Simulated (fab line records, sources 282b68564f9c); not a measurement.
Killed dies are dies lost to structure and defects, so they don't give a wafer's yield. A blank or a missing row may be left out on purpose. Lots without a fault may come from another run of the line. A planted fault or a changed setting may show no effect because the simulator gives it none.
A struck lot beside a sound one | flow rit_cmos | 21 steps out of a route of 202
Sound: wafers L199.1, L199.2, L199.3. Struck: wafers L203.2, L203.3, L203.6. The cause comes at the end.
At each step with rows: each side's tool, then ch and its chambers, then its first start. Under that, the readings that differ: sound wafers | struck wafers | difference of the means | sigmas: that difference in standard deviations of wafers without a fault.
alike: readings whose means differ by less than 2 such deviations, and words and numbers that are the same on both sides. not compared: withheld readings, readings that some wafer has no value for, bounds like >300 that may hide the same value, and numbers for which the record gives no deviation and whose values overlap.
The two part at a step that has a row with sigmas, a row that says differs or no value, or rows on one side only. Numbers that don't overlap but have no deviation are shown without sigmas and don't part them. A reading that every wafer of one side lacks parts them only if that side has two wafers or more.

first, 3 steps without rows for these wafers: RIT_PWELL_EXPOSE_03 (exposes mask M3, target cd 43700 nm); RIT_PWELL_PEB_04; RIT_PWELL_DEVELOP_05 (develop time 68 s).
RIT_PWELL_OVL_MEAS_06:
  sound on overlay-01, day 2 00:55; struck on overlay-01, day 2 21:56
  alike: PWELL_OVL
then, 2 steps without rows for these wafers: RIT_PWELL_HARDBAKE_07 (time 120 s); RIT_PWELL_IMPLANT_08.
RIT_PWELL_STRIP_09: strips in O2, time 180 s.
  sound on plasma_asher-04 ch 0,1, day 2 01:21; struck on plasma_asher-04 ch 0,1, day 2 22:22
  alike: chamber_pressure_mTorr, drypump_motor_current_A, rf_refl_power_W
  not compared: rf_hours_counter_h
RIT_PWELL_TW_MEAS_10:
  sound on film_metro-01, day 2 01:32; struck on film_metro-01, day 2 22:33
  alike: PWELL_TW
then, 1 step without rows for these wafers: RIT_WELLDRIVE_ANNEAL_00 (time 14700 s).
RIT_WELLDRIVE_RS_MEAS_01: measures by four-point-probe.
  sound on film_metro-04, day 2 07:41; struck on film_metro-02, day 3 03:52
  alike: NWELL_RS
RIT_WELLDRIVE_RS_MEAS_02: measures by four-point-probe.
  sound on film_metro-04, day 2 07:49; struck on film_metro-02, day 3 03:59
  alike: PWELL_RS
then, 1 step without rows for these wafers: RIT_NRETRO_HMDS_00 (prime time 60 s).
RIT_NRETRO_COAT_01: resist thk 1300 nm.
  sound on litho_track-04 ch 0, day 2 08:05; struck on litho_track-01 ch 0, day 3 04:19
  reading                                     | sound          | struck         | difference | sigmas
  dispense_pressure_kPa (kPa)                 | 47.9 47.9 47.9 | 54.2 54.2 54.2 | +6.3       | +2
  model.NOVOLAK_of_NRETRO_COAT_01.thk_nm (nm) | 1306 1303 1303 | 1373 1374 1373 | +69        |
then, 4 steps without rows for these wafers: RIT_NRETRO_SOFTBAKE_02 (time 60 s); RIT_NRETRO_EXPOSE_03 (exposes mask M4, target cd 43900 nm); RIT_NRETRO_PEB_04; RIT_NRETRO_DEVELOP_05 (develop time 68 s).
RIT_NRETRO_OVL_MEAS_06:
  sound on overlay-02, day 2 08:49; struck on overlay-01, day 3 05:09
  alike: NRETRO_OVL
RIT_NRETRO_HARDBAKE_07: time 120 s.
  sound on litho_track-04 ch 0, day 2 08:51; struck on litho_track-04 ch 0, day 3 05:13
  reading                                     | sound          | struck         | difference | sigmas
  model.NOVOLAK_of_NRETRO_COAT_01.thk_nm (nm) | 1142 1139 1139 | 1199 1201 1200 | +60        |
then, 1 step without rows for these wafers: RIT_NRETRO_IMPLANT_08.
RIT_M1_PROBE_99:
  sound on prober-02, day 3 16:56; struck on prober-02, day 4 13:53
  alike: killed_at_front_end, killed_dies, killed_open, killed_short

WHERE THEY PART
Only at RIT_NRETRO_COAT_01, within this record. Later steps at which nothing parts them and some readings are alike: RIT_NRETRO_OVL_MEAS_06, RIT_M1_PROBE_99.

WHY: what the simulator had put in
Process parameter drift: litho_track-01, from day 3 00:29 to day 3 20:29, at RIT_NRETRO_COAT_01. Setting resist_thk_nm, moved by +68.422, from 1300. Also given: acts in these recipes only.
